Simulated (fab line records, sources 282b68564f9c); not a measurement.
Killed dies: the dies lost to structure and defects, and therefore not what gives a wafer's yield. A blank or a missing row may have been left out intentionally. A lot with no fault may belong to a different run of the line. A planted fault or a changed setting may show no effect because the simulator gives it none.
A struck lot beside a sound one + flow rit cmos + 34 out of 202 route steps
Sound: the wafers L132.2, L132.5, L132.6. The struck wafers were L137.1, L137.4, L137.6. At the end, the cause is stated.
Per side, at each step with rows, come the tool, then ch with its chambers, and then its first start. Under that, the readings that differ: sound wafers + struck wafers + difference of the means + sigmas: that difference in standard deviations of wafers without a fault.
alike: words and numbers the same on both sides, and readings whose means are apart by under 2 such deviations; not compared: readings that were withheld, readings missing a value for some wafer, numbers with overlapping values and no deviation given by the record, and bounds like >300 which may hide the same value.
The two part at a step that has a row with sigmas, a row that says differs or no value, or rows on one side only. Non-overlapping numbers with no deviation appear without sigmas and do not part them. Lack of a reading on every wafer of one side parts them only where that side has two or more wafers.

first, 2 steps without rows for these wafers: RIT_SPACER_CLEAN_02 (cleans in SC2, time 600 s); RIT_SPACER_CVD_03 (deposits Si3N4 from SiH2Cl2/NH3, target thk 250 nm, time 3300 s).
RIT_SPACER_THK_MEAS_04:
  sound on film metro-03 at day 4 21:14; struck on film metro-04 at day 5 14:35
  alike: SPACER_NITRIDE_THK
RIT_SPACER_ETCHBACK_05: etches Si3N4 in SF6/CHF3, stops on SiO2, target depth 250 nm, time 240 s.
  sound on rie diel-01 ch 0,3, day 4 21:17; struck on rie diel-01 ch 0,1,2, day 5 14:39
  alike: CHF3_flow_sccm, SF6_flow_sccm, drypump motor current A, oes product au, rf fwd power W, throttle valve pct
  not compared: rf hours counter h
then, 6 steps without rows for these wafers: RIT_NSD_HMDS_00 (prime time 60 s); RIT_NSD_COAT_01 (resist thk 1000 nm); RIT_NSD_SOFTBAKE_02 (time 60 s); RIT_NSD_EXPOSE_03 (exposes mask M9, target cd 40700 nm); RIT_NSD_PEB_04; RIT_NSD_DEVELOP_05 (develop time 50 s).
RIT_NSD_OVL_MEAS_06:
  sound on overlay-01 at day 4 22:25; struck on overlay-01 at day 5 15:51
| reading      | sound        | struck         | difference | sigmas |
|--------------|--------------|----------------|------------|--------|
| NSD_OVL (nm) | 0.7 -1.4 1.6 | -2.0 -4.1 -3.2 | -3.4       | -3     |
then, 1 step without rows for these wafers: RIT_NSD_HARDBAKE_07 (time 60 s).
RIT_NSD_IMPLANT_08:
  sound on implanter-03 ch 0, day 4 22:38; struck on implanter-03 ch 0, day 5 16:02
| reading                   | sound                | struck               | difference | sigmas      |
|---------------------------|----------------------|----------------------|------------|-------------|
| beam energy keV           | 24.988 24.994 24.992 | 17.498 17.490 17.491 | -7.498     | -99 or more |
| model.implant.rp nm (nm)  | 31.08 31.08 31.08    | 25.5 25.5 25.5       | -5.6       |             |
| model.implant.drp nm (nm) | 14.84 14.84 14.84    | 11.96 11.96 11.96    | -2.88      |             |
  alike: dose ions cm2
RIT_NSD_STRIP_09: strips in O2, time 180 s.
  sound on plasma asher-01 ch 0,1, day 4 22:45; struck on plasma asher-02 ch 0,1, day 5 16:11
  alike: drypump motor current A
  not compared: rf hours counter h
RIT_NSD_TW_MEAS_10:
  sound on film metro-03 at day 4 22:56; struck on film metro-03 at day 5 16:22
| reading | sound          | struck         | difference | sigmas |
|---------|----------------|----------------|------------|--------|
| NSD_TW  | 3126 3135 3128 | 2823 2821 2831 | -305       | -15    |
then, 6 steps without rows for these wafers: RIT_PSD_HMDS_00 (prime time 60 s); RIT_PSD_COAT_01 (resist thk 1000 nm); RIT_PSD_SOFTBAKE_02 (time 60 s); RIT_PSD_EXPOSE_03 (exposes mask M10, target cd 40900 nm); RIT_PSD_PEB_04; RIT_PSD_DEVELOP_05 (develop time 50 s).
RIT_PSD_OVL_MEAS_06:
  sound on overlay-01 at day 4 23:50; struck on overlay-02 at day 5 17:23
  alike: PSD_OVL
then, 2 steps without rows for these wafers: RIT_PSD_HARDBAKE_07 (time 60 s); RIT_PSD_IMPLANT_08.
RIT_PSD_STRIP_09: strips in O2, time 180 s.
  sound on plasma asher-01 ch 0,1, day 5 00:10; struck on plasma asher-03 ch 0,1, day 5 17:44
  alike: drypump motor current A
  not compared: rf hours counter h
RIT_PSD_TW_MEAS_10:
  sound on film metro-03 at day 5 00:22; struck on film metro-03 at day 5 17:54
  alike: PSD_TW
then, 3 steps without rows for these wafers: RIT_SDANNEAL_CLEAN_00 (cleans in SC1, time 600 s); RIT_SDANNEAL_CLEAN_01 (cleans in dHF, time 30 s); RIT_SDANNEAL_CLEAN_02 (cleans in SC2, time 600 s).
RIT_SDANNEAL_RTA_03: time 5 s.
  sound on rtp anneal-02 ch 0, day 5 00:48; struck on rtp anneal-02 ch 0, day 5 18:21
  alike: wafer_temp_C_max
RIT_SDANNEAL_RS_MEAS_04: the measuring method here is four-point-probe.
  sound on film metro-03 at day 5 00:52; struck on film metro-01 at day 5 18:25
  alike: PSD_RS
RIT_SDANNEAL_RS_MEAS_05: the measuring method here is four-point-probe.
  sound on film metro-03 at day 5 00:59; struck on film metro-01 at day 5 18:32
| reading         | sound             | struck            | difference | sigmas |
|-----------------|-------------------|-------------------|------------|--------|
| NSD_RS (ohm/sq) | 84.72 85.00 85.12 | 88.17 87.81 87.86 | +3.00      | +10    |
RIT_SDANNEAL_RS_MEAS_06: the measuring method here is four-point-probe.
  sound on film metro-03 at day 5 01:07; struck on film metro-01 at day 5 18:39
  alike: PLDD_RS
RIT_M1_PROBE_99:
  the record has rows for the sound wafers here (prober-02, day 5 09:35) and none for the struck ones

WHERE THEY PART
Last at RIT_M1_PROBE_99 as far as this record goes, first at RIT_NSD_OVL_MEAS_06.

WHY: what the simulator had put in
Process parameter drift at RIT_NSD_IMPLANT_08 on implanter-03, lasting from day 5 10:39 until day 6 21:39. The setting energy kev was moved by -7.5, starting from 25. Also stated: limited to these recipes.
